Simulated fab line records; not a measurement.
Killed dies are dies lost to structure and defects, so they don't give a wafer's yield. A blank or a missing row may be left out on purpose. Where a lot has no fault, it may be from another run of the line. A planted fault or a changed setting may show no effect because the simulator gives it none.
Which of the tools did it? / flow berkeleyCmos170 / route of 331 steps, sampled at 1 step: 15 lots, 45 wafers

== WHAT THE GAUGES READ, wafer by wafer ==
UCB170_NVT_OVL_MEAS_06. Usual: NVT_OVL gives 3 nm (standard deviation 4.7).
lot=L237; measured=day 5 23:24; on=overlay-02; NVT_OVL (nm)=0 3 0; flag=
lot=L238; measured=day 5 23:38; on=overlay-02; NVT_OVL (nm)=3 3 2; flag=
lot=L242; measured=day 6 04:10; on=overlay-02; NVT_OVL (nm)=7 -1 -2; flag=
lot=L241; measured=day 6 04:24; on=overlay-02; NVT_OVL (nm)=8 -3 8; flag=
lot=L239; measured=day 6 04:26; on=overlay-01; NVT_OVL (nm)=7 12 2; flag=
lot=L245; measured=day 7 07:03; on=overlay-01; NVT_OVL (nm)=-6 2 2; flag=
lot=L244; measured=day 7 07:06; on=overlay-02; NVT_OVL (nm)=4 4 10; flag=
lot=L248; measured=day 7 14:19; on=overlay-01; NVT_OVL (nm)=6 0 2; flag=
lot=L246; measured=day 7 14:26; on=overlay-02; NVT_OVL (nm)=-3 2 0; flag=
lot=L252; measured=day 8 21:44; on=overlay-01; NVT_OVL (nm)=1 -5 -4; flag=
lot=L253; measured=day 8 21:59; on=overlay-02; NVT_OVL (nm)=4 2 2; flag=
lot=L256; measured=day 9 10:35; on=overlay-02; NVT_OVL (nm)=-1 5 1; flag=
lot=L255; measured=day 9 10:49; on=overlay-01; NVT_OVL (nm)=7 2 3; flag=
lot=L257; measured=day 10 00:52; on=overlay-02; NVT_OVL (nm)=11 4 2; flag=
lot=L260; measured=day 10 05:34; on=overlay-02; NVT_OVL (nm)=14 10 2; flag=

== WHAT TOOL EACH LOT RAN ON (gives the tool, then ch and the chambers of the sampled wafers, and finally the start) ==
There is no process step in the record ahead of these readings.

== WHAT THE TOOLS THEMSELVES READ (means of the sampled wafers that have a number; where no wafer has one, the mark that the record gives instead) ==
The record holds no such reading with a usual standard deviation.

== THE ANSWER, worked out from the rows above alone ==
Rule: take the mean of a lot's wafers that have a number; if it is more than 3 standard deviations from the usual mean, the lot is off. Also off: a lot with no number at a reading for which 4 or more lots have one. All remaining lots with rows at the step are treated as sound. The gauges are gone through in route order, then the tools' own readings, and for those a lot's mean is taken as printed above. The first step at which some lot is off is used, and at that step the reading that is off furthest; a lot without a number counts as furthest.
No lot is off on any of the readings shown, so nothing can be concluded from this.

== WHAT THE SIMULATOR HAD INSERTED ==
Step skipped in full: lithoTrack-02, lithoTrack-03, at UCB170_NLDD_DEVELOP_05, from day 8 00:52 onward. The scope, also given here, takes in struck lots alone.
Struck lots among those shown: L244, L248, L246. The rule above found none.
